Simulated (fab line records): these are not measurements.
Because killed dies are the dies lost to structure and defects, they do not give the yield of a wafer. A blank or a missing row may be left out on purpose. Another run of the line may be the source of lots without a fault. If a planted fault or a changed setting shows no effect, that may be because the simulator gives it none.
fab line records ; flow rit_cmos ; part 2 of 2: steps 34 to 45 of 45
[record] lots = 5; wafers = 15; last_day = 7
route steps=202 shown NRETRO@57 PRETRO@64 GATE@75 FOX2@80 REOX@98
lots that met no fault: from a run of the same line without faults
start_h: start of the lot's first displayed wafer, in hours after the record's first day ; wait_h: time in hours since the lot's previous step ; " repeats the value in the row above ; L1.1+2: several wafers, shown together as one row ; - no value present, or no start provided ; * or withheld: withheld ; < > ~ a bound
route shown NAME@n: names a module that has steps shown in the file, with the first one's number in the route ; usual: the fault-free wafers' mean and standard deviation ; same: alike in all rows ; chamber/n: place in a boat ; sites: per-site readings ; _std_site: the standard deviation of these ; _edge_site: inner sites' mean taken away from outer sites' mean ; radius_mm: how far each site lies from the wafer's centre ; mask NAME#n: copy n ; behind: tool/chamber where the wafer was last shaped ; hold: the reason the lot was held/the length of the hold in hours/how it ended ; device: which transistor (n, p or np) failed to switch ; end of line: at the end of the route, the tests of the same wafers ; where a step has no rows: the recipe by itself ; killed: dies lost to structure and defects at the first sort, not the wafer's yield ; map: a wafer's dies, marking killed ones x, the rest . and places with no die _
set.NAME: the run value of the setting; set.NAME@STEP: its run value at that earlier step ; model.NAME: the simulator's own value behind a step, which no gauge read
lots seen at some steps along the route; tables by step, rows by wafer
services: the hour from which a tool's chamber was out of use, counted from the record's first day as start_h (under 0 if before that day), plus the number of hours and why
[[steps]]
[step RIT_GATE_PEB_14]
[recipe] resist = NOVOLAK; temp_c = withheld; time_s = withheld
lot.wafer;tool;chamber;start_h;wait_h
L079.1+2+5;litho_track-04;0;63.68;0.1
L080.1+3+5;litho_track-03;0;66.85;0.1
L083.3+4+6;litho_track-03;0;82.22;0.1
L084.2+4+6;litho_track-01;0;87.24;0.1
L097.1+3+4;litho_track-01;0;151.08;0.1
[step RIT_GATE_DEVELOP_15]
[recipe] resist = NOVOLAK; develop_time_s = 50; dev_temp_c = 23
lot.wafer;tool;chamber;start_h;wait_h
L079.1+2+5;litho_track-04;0;-;-
L080.1+3+5;litho_track-03;0;-;-
L083.3+4+6;litho_track-03;0;-;-
L084.2+4+6;litho_track-01;0;-;-
L097.1+3+4;litho_track-01;0;-;-
[step RIT_GATE_CD_MEAS_16]
[recipe] target_cd_nm = 150
[usual] cd_nm = 149.6/2.2
lot.wafer;tool;chamber;start_h;wait_h;cd_nm
L079.1;cd_sem-02;-;63.97;-;146.2
L079.2;cd_sem-02;-;63.97;-;149.0
L079.5;cd_sem-02;-;63.97;-;148.7
L080.1;cd_sem-02;-;67.13;-;149.0
L080.3;cd_sem-02;-;67.13;-;151.7
L080.5;cd_sem-02;-;67.13;-;148.0
L083.3;cd_sem-01;-;82.50;-;148.7
L083.4;cd_sem-01;-;82.50;-;149.3
L083.6;cd_sem-01;-;82.50;-;149.0
L084.2;cd_sem-02;-;87.51;-;151.3
L084.4;cd_sem-02;-;87.51;-;150.9
L084.6;cd_sem-02;-;87.51;-;149.9
L097.1;cd_sem-02;-;151.36;-;147.7
L097.3;cd_sem-02;-;151.36;-;145.2
L097.4;cd_sem-02;-;151.36;-;147.6
[step RIT_GATE_OVL_MEAS_17]
[usual] GATE_OVL = 0.2/1.6
lot.wafer;tool;chamber;start_h;wait_h;GATE_OVL[nm]
L079.1;overlay-02;-;64.09;0.1;1.8
L079.2;overlay-02;-;64.09;0.1;1.6
L079.5;overlay-02;-;64.09;0.1;2.8
L080.1;overlay-01;-;67.25;0.1;-2.5
L080.3;overlay-01;-;67.25;0.1;-2.2
L080.5;overlay-01;-;67.25;0.1;-1.2
L083.3;overlay-02;-;82.59;0.1;1.2
L083.4;overlay-02;-;82.59;0.1;2.3
L083.6;overlay-02;-;82.59;0.1;4.0
L084.2;overlay-02;-;87.62;0.1;-1.1
L084.4;overlay-02;-;87.62;0.1;0.7
L084.6;overlay-02;-;87.62;0.1;0.7
L097.1;overlay-02;-;151.48;0.1;1.7
L097.3;overlay-02;-;151.48;0.1;2.8
L097.4;overlay-02;-;151.48;0.1;3.6
[step RIT_GATE_HARDBAKE_18]
[recipe] resist = NOVOLAK; temp_c = 140; time_s = 60
lot.wafer;tool;chamber;start_h;wait_h
L079.1+2+5;litho_track-04;0;64.12;0.0
L080.1+3+5;litho_track-01;0;67.29;0.0
L083.3+4+6;litho_track-01;0;82.77;0.2
L084.2+4+6;litho_track-03;0;87.68;0.0
L097.1+3+4;litho_track-01;0;151.52;0.0
[step RIT_GATE_ETCH_19]
[recipe] chemistry = SF6/CHF3/O2; time_s = 165; SF6_flow_sccm = 30; CHF3_flow_sccm = 30; O2_flow_sccm = 5; target = poly-Si; pressure_mtorr = 40; rf_w = 160; target_depth_a = 3125; over_etch_frac = 0.25; stop_on = SiO2
[usual] drypump_motor_current_A = 5.96/0.28; oes_product_au = 0.856/0.014; throttle_valve_pct = 10.20/0.075
lot.wafer;tool;chamber;start_h;wait_h;drypump_motor_current_A;oes_product_au;rf_hours_counter_h;throttle_valve_pct
L079.1;rie_si-01;1;64.27;0.1;5.45;0.851;3;10.19
L079.2;rie_si-01;2;64.27;0.1;6.05;0.839;112;10.29
L079.5;rie_si-01;3;64.27;0.1;6.18;0.858;-;10.11
L080.1;rie_si-02;1;67.44;0.1;5.96;0.837;1;10.26
L080.3;rie_si-02;2;67.44;0.1;5.84;0.849;1;10.19
L080.5;rie_si-02;1;67.44;0.1;5.98;0.843;-;10.27
L083.3;rie_si-02;1;82.87;0.1;5.99;0.849;1;10.26
L083.4;rie_si-02;2;82.87;0.1;5.85;0.858;1;10.19
L083.6;rie_si-02;2;82.87;0.1;5.85;0.863;-;10.20
L084.2;rie_si-01;2;87.80;0.1;6.02;0.848;112;10.30
L084.4;rie_si-01;1;87.80;0.1;5.43;0.850;-;10.19
L084.6;rie_si-01;2;87.80;0.1;6.02;0.835;-;10.31
L097.1;rie_si-02;0;151.67;0.1;6.07;0.841;0;10.11
L097.3;rie_si-02;1;151.67;0.1;6.01;0.848;2;10.25
L097.4;rie_si-02;2;151.67;0.1;5.85;0.867;2;10.18
[step RIT_GATE_STRIP_20]
[recipe] chemistry = O2; time_s = 180; resist = NOVOLAK; platen_temp_c = withheld; power_w = 500; pressure_mtorr = 4000; o2_flow_sccm = 4000
[usual] drypump_motor_current_A = 5.6/0.66; rf_refl_power_W = 6.6/0.96
lot.wafer;tool;chamber;start_h;wait_h;drypump_motor_current_A;rf_hours_counter_h;rf_refl_power_W
L079.1;plasma_asher-04;1;64.38;0.1;4.7;44;8.2
L079.2;plasma_asher-04;0;64.38;0.1;6.2;44;6.4
L079.5;plasma_asher-04;0;64.38;0.1;6.2;-;6.4
L080.1;plasma_asher-03;1;67.55;0.1;6.5;43;5.3
L080.3;plasma_asher-03;1;67.55;0.1;6.5;-;5.4
L080.5;plasma_asher-03;0;67.55;0.1;5.6;-;7.3
L083.3;plasma_asher-03;0;83.04;0.1;5.6;-;7.4
L083.4;plasma_asher-03;1;83.04;0.1;6.5;-;5.1
L083.6;plasma_asher-03;0;83.04;0.1;5.6;-;6.8
L084.2;plasma_asher-04;1;87.91;0.1;4.7;47;8.1
L084.4;plasma_asher-04;0;87.91;0.1;6.2;-;6.5
L084.6;plasma_asher-04;0;87.91;0.1;6.2;-;6.3
L097.1;plasma_asher-03;1;151.78;0.1;6.6;52;5.3
L097.3;plasma_asher-03;1;151.78;0.1;6.6;-;5.4
L097.4;plasma_asher-03;0;151.78;0.1;5.6;-;7.1
[step RIT_GATE_CD_MEAS_90]
[recipe] target_cd_nm = 150
[usual] cd_nm = 149.6/2.2
lot.wafer;tool;chamber;start_h;wait_h;cd_nm
L079.1;cd_sem-02;-;64.56;0.1;146.8
L079.2;cd_sem-02;-;64.56;0.1;149.4
L079.5;cd_sem-02;-;64.56;0.1;148.9
L080.1;cd_sem-01;-;67.72;0.1;149.2
L080.3;cd_sem-01;-;67.72;0.1;151.5
L080.5;cd_sem-01;-;67.72;0.1;148.1
L083.3;cd_sem-01;-;83.19;0.1;148.8
L083.4;cd_sem-01;-;83.19;0.1;149.0
L083.6;cd_sem-01;-;83.19;0.1;149.4
L084.2;cd_sem-01;-;88.10;0.1;151.5
L084.4;cd_sem-01;-;88.10;0.1;151.0
L084.6;cd_sem-01;-;88.10;0.1;149.8
L097.1;cd_sem-01;-;151.95;0.1;147.5
L097.3;cd_sem-01;-;151.95;0.1;144.8
L097.4;cd_sem-01;-;151.95;0.1;147.6
[step RIT_REOX_CLEAN_00]
[recipe] chemistry = SC1; mix = 3:3:50; time_s = 600; temp_c = 75
lot.wafer;tool;chamber;start_h;wait_h
L079.1+2+5;wet_bench-03;0;64.68;0.1
L080.1+3+5;wet_bench-03;1;67.84;0.1
L083.3+4+6;wet_bench-02;3;83.27;0.1
L084.2+4+6;wet_bench-02;0;88.20;0.1
L097.1+3+4;wet_bench-02;2;152.07;0.1
[step RIT_REOX_CLEAN_01]
[recipe] chemistry = dHF; dilution = 50:1; time_s = 30
lot.wafer;tool;chamber;start_h;wait_h
L079.1+2+5;wet_bench-03;0;64.85;0.0
L080.1+3+5;wet_bench-04;1;68.02;0.0
L083.3+4+6;wet_bench-03;1;83.45;0.0
L084.2+4+6;wet_bench-03;1;88.38;0.0
L097.1+3+4;wet_bench-04;0;152.25;0.0
[step RIT_REOX_CLEAN_02]
[recipe] chemistry = SC2; mix = 3:3:50; time_s = 600; temp_c = 75; dry = n2_spin
lot.wafer;tool;chamber;start_h;wait_h
L079.1+2+5;wet_bench-03;3;64.87;0.0
L080.1+3+5;wet_bench-02;3;68.03;0.0
L083.3+4+6;wet_bench-02;1;83.47;0.0
L084.2+4+6;wet_bench-04;0;88.40;0.0
L097.1+3+4;wet_bench-03;3;152.27;0.0
[step RIT_REOX_OXIDATION_03]
[recipe] temp_c = 900; ambient = O2; target_thk_a = 252; ox_time_s = 5580
[usual] tube_center_temp_C_max = 902.3/0.36
lot.wafer;tool;chamber;start_h;wait_h;tube_center_temp_C_max
L079.1;furnace-04;0;65.04;0.0;901.9
L079.2;furnace-04;0;65.04;0.0;902.6
L079.5;furnace-04;0;65.04;0.0;902.2
L080.1;furnace-03;0;68.25;0.0;902.4
L080.3;furnace-03;0;68.25;0.0;902.6
L080.5;furnace-03;0;68.25;0.0;902.9
L083.3;furnace-02;0;84.66;1.0;902.4
L083.4;furnace-02;0;84.66;1.0;902.2
L083.6;furnace-02;0;84.66;1.0;902.5
L084.2;furnace-02;0;88.57;0.0;902.8
L084.4;furnace-02;0;88.57;0.0;902.5
L084.6;furnace-02;0;88.57;0.0;902.5
L097.1;furnace-02;0;152.44;0.0;902.0
L097.3;furnace-02;0;152.44;0.0;901.9
L097.4;furnace-02;0;152.44;0.0;902.0
[[services]]
tool;chamber;start_h;hours;kind
wet_bench-01;-;36.65;69.6;pm
wet_bench-04;-;55.09;1.2;repair
rie_si-02;-;75.80;1.2;repair
rie_si-01;2;79.38;5.0;repair
iline_stepper-01;-;80.09;0.9;repair
furnace-03;-;83.67;4.0;pm
rie_si-01;3;84.62;4.9;repair
iline_stepper-01;-;103.95;2.1;pm
furnace-01;-;104.25;4.7;pm
plasma_asher-02;-;105.11;0.7;repair
iline_stepper-01;-;106.03;-;consumable_replace:lamp
plasma_asher-01;-;108.85;9.0;pm
plasma_asher-01;0;108.85;9.0;vent_cycle
plasma_asher-01;1;108.85;9.0;vent_cycle
rie_si-02;0;111.21;6.5;repair
rie_si-02;0;117.69;-;clean
rie_si-02;0;117.69;18.6;scheduled_down
plasma_asher-01;0;117.85;-;clean
plasma_asher-01;1;117.85;-;clean
rie_si-02;3;128.69;6.2;repair
implanter-02;-;146.47;5.1;repair
furnace-01;-;148.79;3.7;pm
plasma_asher-04;-;151.20;3.0;repair
implanter-04;-;151.42;5.6;pm
